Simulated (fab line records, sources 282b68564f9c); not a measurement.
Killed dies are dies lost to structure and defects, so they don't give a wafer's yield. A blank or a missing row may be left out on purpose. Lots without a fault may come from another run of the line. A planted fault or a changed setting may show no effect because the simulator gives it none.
fab line records | flow rit_cmos
record lots=5 wafers=23
route steps=202 shown M1@184
start_h: hours from the record's first day to the start of the lot's first wafer shown | wait_h: hours since the lot's step before | " the same as in the row above | L1.1+2: a row that stands for several wafers | - no value, or no start given | * or withheld: withheld | < > ~ a bound
route shown NAME@n: a module of which the file shows steps, and the number in the route of the first | usual: mean/standard deviation of fault-free wafers | same: alike in all rows | chamber/n: place in a boat | sites: the reading at each site | _std_site: their standard deviation | _edge_site: outer sites' mean less inner sites' | radius_mm: how far each site lies from the wafer's centre | mask NAME#n: copy n | behind: the tool/chamber that last shaped the wafer | hold: why the lot was held/for how many hours/how that ended | device: the transistor (n, p or np) that didn't switch | end of line: the same wafers' tests at the end of the route | a step without rows: its recipe alone | killed: dies lost to structure and defects at the first sort, not the wafer's yield | map: a wafer's dies, x killed, . not, _ none there
set.NAME: the setting as run; set.NAME@STEP: as run at that earlier step | model.NAME: the simulator's own value behind a step, which no gauge read
lots whose settings were changed on purpose; a table a step, a row a wafer
## steps
# step RIT_M1_SPUTTER_00
# recipe material=Al target_thk_nm=400 power_w=2000 chamber_pressure_pa=0.4 gas=Ar time_s=500 substrate_temp_c=25
# columns lot.wafer tool chamber start_h wait_h set.time_s model.Al_of_M1_SPUTTER_00.thk_nm
L076.1 pvd_sputter-04 - 68.76 0.0 500 399.8
L076.3 " - " " 500 401.4
L076.4 " - " " 500 399.4
L076.5 " - " " 440.1 353.8
L076.6 " - " " 440.1 353.7
L077.1 pvd_sputter-03 - 71.07 0.0 500 405.7
L077.3 " - " " 545.5 440.4
L077.4 " - " " 500 405.6
L077.5 " - " " 545.5 441.2
L077.6 " - " " 500 407.8
L082.1 pvd_sputter-02 - 100.29 0.0 449.7 362.8
L082.3 " - " " 500 404.2
L082.4 " - " " 449.7 361.4
L082.5 " - " " 500 402.1
L082.6 " - " " 500 399.1
L083.1+6 pvd_sputter-03 - 103.75 0.0 500 406.6
L083.2 " - " " 500 405.1
L083.4 " - " " 500 406.9
L083.5 " - " " 500 401.1
L085.1 pvd_sputter-03 - 113.11 0.0 500 409.7
L085.2 " - " " 500 406.2
L085.3 " - " " 500 406.9
# step RIT_M1_RS_MEAS_01
# recipe thk_meas_gauge=four-point-probe reads=Al_of_M1_SPUTTER_00
# usual M1_AL_RS=0.0728/0.00062
# columns lot.wafer tool chamber start_h wait_h set.time_s@M1_SPUTTER_00 M1_AL_RS[ohm/sq]
L076.1 film_metro-02 - 69.06 0.1 500 0.0732
L076.3 " - " " 500 0.0732
L076.4 " - " " 500 0.0734
L076.5 " - " " 440.1 0.0831
L076.6 " - " " 440.1 0.0831
L077.1 film_metro-04 - 71.36 0.1 500 0.0724
L077.3 " - " " 545.5 0.0666
L077.4 " - " " 500 0.0725
L077.5 " - " " 545.5 0.0663
L077.6 " - " " 500 0.0720
L082.1 film_metro-04 - 100.59 0.1 449.7 0.0810
L082.3 " - " " 500 0.0725
L082.4 " - " " 449.7 0.0815
L082.5 " - " " 500 0.0731
L082.6 " - " " 500 0.0735
L083.1 film_metro-02 - 104.05 0.1 500 0.0719
L083.2 " - " " 500 0.0723
L083.4 " - " " 500 0.0721
L083.5 " - " " 500 0.0732
L083.6 " - " " 500 0.0722
L085.1 film_metro-02 - 113.41 0.1 500 0.0717
L085.2 " - " " 500 0.0723
L085.3 " - " " 500 0.0721
# step RIT_M1_THK_MEAS_02
# recipe thk_meas_gauge=xrf reads=Al_of_M1_SPUTTER_00
# usual M1_AL_THK=406/4.2
# columns lot.wafer tool chamber start_h wait_h set.time_s@M1_SPUTTER_00 M1_AL_THK[nm]
L076.1 film_metro-02 - 69.18 0.1 500 402
L076.3 " - " " 500 404
L076.4 " - " " 500 402
L076.5 " - " " 440.1 354
L076.6 " - " " 440.1 355
L077.1 film_metro-04 - 71.48 0.1 500 413
L077.3 " - " " 545.5 448
L077.4 " - " " 500 411
L077.5 " - " " 545.5 448
L077.6 " - " " 500 414
L082.1 film_metro-04 - 100.71 0.1 449.7 367
L082.3 " - " " 500 409
L082.4 " - " " 449.7 366
L082.5 " - " " 500 408
L082.6 " - " " 500 403
L083.1 film_metro-02 - 104.17 0.1 500 408
L083.2 " - " " 500 406
L083.4 " - " " 500 406
L083.5 " - " " 500 400
L083.6 " - " " 500 410
L085.1 film_metro-02 - 113.53 0.1 500 411
L085.2 " - " " 500 405
L085.3 " - " " 500 405
# step RIT_M1_EXPOSE_06
# recipe mask_id=M12 na=0.6 source_shape=conventional sigma_outer=0.5 target_cd_nm=2600 dose_mj=250
# columns lot.wafer tool chamber start_h wait_h mask set.dose_mj
L076.1+4 iline_stepper-01 0 69.81 0.2 M12#0 238.3
L076.3+5+6 " 0 " " M12#0 250
L077.1+3 iline_stepper-02 0 72.12 0.2 M12#0 234.3
L077.4+5+6 " 0 " " M12#0 250
L082.1+5+6 iline_stepper-01 0 101.34 0.2 M12#0 250
L082.3+4 " 0 " " M12#0 231.9
L083.1+4 iline_stepper-02 0 104.80 0.2 M12#0 267.9
L083.2+5+6 " 0 " " M12#0 250
L085.1+2+3 iline_stepper-02 0 114.16 0.2 M12#0 250
# step RIT_M1_PEB_07
# recipe resist=NOVOLAK temp_c=withheld time_s=withheld
# step RIT_M1_DEVELOP_08
# recipe resist=NOVOLAK develop_time_s=68 dev_temp_c=23
# step RIT_M1_CD_MEAS_09
# recipe target_cd_nm=2600
# usual cd_nm=2600.0/2.4
# columns lot.wafer tool chamber start_h wait_h set.dose_mj@M1_EXPOSE_06 cd_nm
L076.1 cd_sem-01 - 70.24 - 238.3 2617.6
L076.3 " - " " 250 2605.1
L076.4 " - " " 238.3 2617.0
L076.5 " - " " 250 2605.0
L076.6 " - " " 250 2606.3
L077.1 cd_sem-02 - 72.55 - 234.3 2617.5
L077.3 " - " " 234.3 2614.6
L077.4 " - " " 250 2600.7
L077.5 " - " " 250 2600.0
L077.6 " - " " 250 2599.2
L082.1 cd_sem-01 - 101.77 - 250 2595.5
L082.3 " - " " 231.9 2618.2
L082.4 " - " " 231.9 2617.7
L082.5 " - " " 250 2597.6
L082.6 " - " " 250 2596.4
L083.1 cd_sem-01 - 105.23 - 267.9 2579.9
L083.2 " - " " 250 2597.2
L083.4 " - " " 267.9 2581.2
L083.5 " - " " 250 2598.6
L083.6 " - " " 250 2599.5
L085.1 cd_sem-01 - 114.59 - 250 2599.2
L085.2 " - " " 250 2600.5
L085.3 " - " " 250 2599.4
# step RIT_M1_METAL_ETCH_12
# recipe stop_on=SiO2 chemistry=Cl2/BCl3 target=Al time_s=165 over_etch_frac=0.5 pressure_mtorr=100 target_depth_a=6000 rf_w=250 Cl2_flow_sccm=60 bcl3_flow_sccm=50
# columns lot.wafer tool chamber start_h wait_h set.time_s set.dose_mj@M1_EXPOSE_06 model.NOVOLAK_of_M1_COAT_04.thk_nm model.M1.cd_nm
L076.1 rie_metal-02 0 70.65 0.2 165 238.3 799.9 2616
L076.3 " 0 " " 186.7 250 752.9 2600
L076.4 " 1 " " 186.7 238.3 758 2614
L076.5 " 1 " " 186.7 250 - 2603
L076.6 " 0 " " 165 250 - 2605
L077.1 rie_metal-03 0 72.95 0.2 145 234.3 843.5 2620
L077.3 " 0 " " 165 234.3 - 2615
L077.4 " 1 " " 165 250 808.4 2602
L077.5 " 0 " " 145 250 - 2604
L077.6 " 1 " " 165 250 809.7 2601
L082.1 rie_metal-02 1 102.22 0.2 153.4 250 - 2598
L082.3 " 1 " " 165 231.9 810.1 2618
L082.4 " 0 " " 165 231.9 - 2616
L082.5 " 0 " " 153.4 250 830 2598
L082.6 " 1 " " 165 250 810 2595
L083.1 rie_metal-03 0 105.64 0.2 165 267.9 805.9 2580
L083.2 " 1 " " 184.8 250 770.7 2596
L083.4 " 1 " " 184.8 267.9 765.3 2579
L083.5 " 0 " " 184.8 250 760.2 2596
L083.6 " 1 " " 165 250 809.5 2598
L085.1 rie_metal-02 0 115.00 0.2 165 250 801.3 2596
L085.2 " 1 " " 165 250 805.2 2601
L085.3 " 0 " " 165 250 803.7 2597
# step RIT_M1_STRIP_13
# recipe chemistry=nmp resist=NOVOLAK temp_c=80 time_s=600 dry=n2_spin
# step RIT_M1_STRIP_14
# recipe chemistry=O2 time_s=180 platen_temp_c=withheld power_w=500 pressure_mtorr=4000 o2_flow_sccm=4000
# step RIT_M1_CD_MEAS_90
# recipe target_cd_nm=2600
# usual cd_nm=2599.7/2.7
# columns lot.wafer tool chamber start_h wait_h set.dose_mj@M1_EXPOSE_06 cd_nm
L076.1 cd_sem-01 - 71.17 0.1 238.3 2615.8
L076.3 " - " " 250 2600.0
L076.4 " - " " 238.3 2614.3
L076.5 " - " " 250 2603.0
L076.6 " - " " 250 2604.6
L077.1 cd_sem-01 - 73.48 0.1 234.3 2620.3
L077.3 " - " " 234.3 2614.7
L077.4 " - " " 250 2601.3
L077.5 " - " " 250 2604.3
L077.6 " - " " 250 2600.9
L082.1 cd_sem-02 - 102.74 0.1 250 2598.0
L082.3 " - " " 231.9 2617.8
L082.4 " - " " 231.9 2616.3
L082.5 " - " " 250 2598.0
L082.6 " - " " 250 2595.4
L083.1 cd_sem-01 - 106.17 0.1 267.9 2579.3
L083.2 " - " " 250 2595.8
L083.4 " - " " 267.9 2579.6
L083.5 " - " " 250 2596.2
L083.6 " - " " 250 2598.6
L085.1 cd_sem-02 - 115.53 0.1 250 2596.5
L085.2 " - " " 250 2600.8
L085.3 " - " " 250 2597.0
# step RIT_M1_ANNEAL_15
# recipe temp_c=450 time_s=1800 ambient=forming_gas_H2N2
# step RIT_M1_PROBE_99
# usual killed_at_contacts=0.1/0.28 killed_at_front_end=7.4/2.7 killed_dies=7.5/2.7 killed_open=3.8/1.8 killed_short=3.6/2.1
# same gross_dies=264 killed_at_M0_to_M3=0 killed_at_M4_up=0 killed_at_back_side=0 killed_at_other=0
# columns lot.wafer tool chamber start_h wait_h set.temp_c@GATE_OXIDATION_05 killed_at_contacts killed_at_front_end killed_dies killed_open killed_short model.etest.pmos_0p3.r_on_ohm_um model.etest.nmos_0p3.r_on_ohm_um model.etest.nmos_0p15.drive_ua_um model.etest.nmos_narrow.drive_ua_um model.etest.nmos_turned.drive_ua_um model.etest.nmos_0p3.drive_ua_um
L076.1 prober-01 - 72.91 0.1 909.9 0 9 9 5 4 7107 2429 405.5 181.7 286.9 183
L076.3 prober-01 - 73.01 0.2 909.9 0 6 6 3 3 7188 2441 405.4 178.5 290 183.1
L076.4 prober-01 - 73.06 0.2 909.9 0 5 5 4 1 7178 2454 407.1 177.9 295.4 182.9
L076.5 prober-01 - 73.11 0.2 909.9 0 5 5 3 2 7155 2387 411.9 181.1 295.9 185.3
L076.6 prober-01 - 73.16 0.2 909.9 0 10 10 6 4 7057 2429 411.6 184.9 289.7 184.9
L077.1 prober-02 - 75.23 0.1 884.2 0 5 5 3 2 5554 1947 536.4 283.8 372.9 274
L077.3 prober-02 - 75.33 0.2 884.2 0 6 6 3 3 5617 1978 515.7 284.1 342.8 270.5
L077.4 prober-02 - 75.38 0.2 884.2 0 3 3 3 0 5620 1952 538.5 289.9 373.3 271.6
L077.5 prober-02 - 75.43 0.2 884.2 0 5 5 3 2 5531 1956 536.8 294.4 366.5 278.1
L077.6 prober-02 - 75.48 0.2 884.2 1 2 3 2 1 5568 1929 541 294.4 369.8 277.9
L082.1 prober-01 - 104.48 0.1 877.9 0 7 7 3 4 - - - - - -
L082.3 prober-01 - 104.58 0.2 877.9 0 7 7 4 3 - - - - - -
L082.4 prober-01 - 104.63 0.2 877.9 0 11 11 4 7 - - - - - -
L082.5 prober-01 - 104.68 0.2 877.9 1 5 6 3 3 - - - - - -
L082.6 prober-01 - 104.73 0.2 877.9 0 10 10 6 4 - - - - - -
L083.1 prober-02 - 107.91 0.1 880 1 6 7 2 5 - - - - - -
L083.2 prober-02 - 107.96 0.1 880 0 8 8 3 5 - - - - - -
L083.4 prober-02 - 108.06 0.2 880 0 5 5 2 3 - - - - - -
L083.5 prober-02 - 108.11 0.2 880 0 6 6 5 1 - - - - - -
L083.6 prober-02 - 108.16 0.2 880 0 9 9 3 6 - - - - - -
L085.1 prober-02 - 117.27 0.1 900 0 10 10 7 3 6221 2120 474.8 228.9 329.8 231.4
L085.2 prober-02 - 117.32 0.1 900 0 7 7 6 1 6348 2154 471 227.9 325.9 228.1
L085.3 prober-02 - 117.37 0.2 900 0 14 14 6 8 6130 2107 489.6 228.8 343.9 232.7
# killed by level:class
L076.1 FOX1:geometric_particle:open=3 FOX1:geometric_particle:short=2 GATE:geometric_particle:open=1 GATE:geometric_particle:short=1 REOX:geometric_particle:short=1 SILICIDE:geometric_particle:open=1
L076.3 SILICIDE:geometric_particle:short=2 GATE:geometric_particle:open=1 REOX:geometric_particle:short=1 REOX:geometric_particle:open=1 SILICIDE:geometric_particle:open=1
L076.4 FOX2:geometric_particle:open=1 GATE:geometric_particle:open=1 SPACER:geometric_particle:open=1 SILICIDE:geometric_particle:open=1 SILICIDE:geometric_particle:short=1
L076.5 ACTIVE:geometric_particle:open=1 FOX2:geometric_particle:short=1 GATE:geometric_particle:open=1 REOX:geometric_particle:short=1 SILICIDE:geometric_particle:open=1
L076.6 REOX:geometric_particle:open=4 FOX1:geometric_particle:short=2 FOX2:geometric_particle:short=1 FOX2:geometric_particle:open=1 GATE:geometric_particle:open=1 REOX:geometric_particle:short=1
L077.1 FOX1:geometric_particle:open=2 FOX2:geometric_particle:open=1 GATE:geometric_particle:short=1 SILICIDE:geometric_particle:short=1
L077.3 FOX1:geometric_particle:open=1 FOX2:geometric_particle:short=1 GATE:geometric_particle:open=1 REOX:geometric_particle:open=1 REOX:geometric_particle:short=1 SPACER:geometric_particle:short=1
L077.4 GATE:geometric_particle:open=2 FOX1:geometric_particle:open=1
L077.5 GATE:geometric_particle:short=2 REOX:geometric_particle:open=1 SPACER:geometric_particle:open=1 SILICIDE:geometric_particle:open=1
L077.6 GATE:geometric_particle:open=1 REOX:geometric_particle:open=1 CONTACT:geometric_particle:short=1
L082.1 FOX1:geometric_particle:short=2 FOX1:geometric_particle:open=1 GATE:geometric_particle:open=1 REOX:geometric_particle:short=1 SPACER:geometric_particle:short=1 SILICIDE:geometric_particle:open=1
L082.3 SILICIDE:geometric_particle:open=3 FOX1:geometric_particle:short=1 FOX1:geometric_particle:open=1 FOX2:geometric_particle:short=1 REOX:geometric_particle:short=1
L082.4 GATE:geometric_particle:short=3 GATE:geometric_particle:open=2 SILICIDE:geometric_particle:short=2 FOX1:geometric_particle:open=1 FOX1:geometric_particle:short=1 REOX:geometric_particle:short=1 REOX:geometric_particle:open=1
L082.5 GATE:geometric_particle:short=2 FOX1:geometric_particle:open=1 FOX1:geometric_particle:short=1 GATE:geometric_particle:open=1 CONTACT:geometric_particle:open=1
L082.6 GATE:geometric_particle:open=3 GATE:geometric_particle:short=3 FOX1:geometric_particle:open=2 FOX2:geometric_particle:short=1 SILICIDE:geometric_particle:open=1
L083.1 SPACER:geometric_particle:short=4 GATE:geometric_particle:open=1 GATE:geometric_particle:short=1 CONTACT:geometric_particle:open=1
L083.2 SPACER:geometric_particle:short=3 GATE:geometric_particle:short=2 FOX2:geometric_particle:open=1 SPACER:geometric_particle:open=1 SILICIDE:geometric_particle:open=1
L083.4 SPACER:geometric_particle:short=2 GATE:geometric_particle:open=1 GATE:geometric_particle:short=1 SPACER:geometric_particle:open=1
L083.5 GATE:geometric_particle:open=3 SPACER:geometric_particle:open=2 GATE:geometric_particle:short=1
L083.6 FOX1:geometric_particle:short=1 FOX2:geometric_particle:short=1 GATE:geometric_particle:short=1 GATE:geometric_particle:open=1 REOX:geometric_particle:short=1 SPACER:geometric_particle:open=1 SPACER:geometric_particle:short=1 SILICIDE:geometric_particle:short=1
L085.1 GATE:geometric_particle:open=3 FOX1:geometric_particle:open=2 GATE:geometric_particle:short=2 FOX2:geometric_particle:short=1 SPACER:geometric_particle:open=1 SILICIDE:geometric_particle:open=1
L085.2 GATE:geometric_particle:open=3 FOX2:geometric_particle:open=2 SPACER:geometric_particle:short=1 SILICIDE:geometric_particle:open=1
L085.3 GATE:geometric_particle:open=4 GATE:geometric_particle:short=4 FOX1:geometric_particle:short=2 FOX2:geometric_particle:open=1 FOX2:geometric_particle:short=1 SILICIDE:geometric_particle:short=1 SILICIDE:geometric_particle:open=1
## key
split step=RIT_M1_SPUTTER_00 setting=time_s stated=500 by=wafer
response step=RIT_M1_SPUTTER_00 reading=model.Al_of_M1_SPUTTER_00.thk_nm change=+3.88 per=1% r=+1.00
response step=RIT_M1_RS_MEAS_01 reading=M1_AL_RS change=-0.000776 per=1% r=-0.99
response step=RIT_M1_THK_MEAS_02 reading=M1_AL_THK change=+3.99 per=1% r=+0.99
split step=RIT_M1_EXPOSE_06 setting=dose_mj stated=250 by=wafer
response step=RIT_M1_CD_MEAS_09 reading=cd_nm change=-2.67 per=1% r=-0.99
response step=RIT_M1_METAL_ETCH_12 reading=model.M1.cd_nm change=-2.57 per=1% r=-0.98
response step=RIT_M1_CD_MEAS_90 reading=cd_nm change=-2.57 per=1% r=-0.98
split step=RIT_M1_METAL_ETCH_12 setting=time_s stated=165 by=wafer
response step=RIT_M1_METAL_ETCH_12 reading=model.NOVOLAK_of_M1_COAT_04.thk_nm change=-3.27 per=1% r=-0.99
split outside_this_file step=RIT_GATE_OXIDATION_05 setting=temp_c
# split outside_this_file: this setting was split too, and the file shows its column; the key of that split is in another file
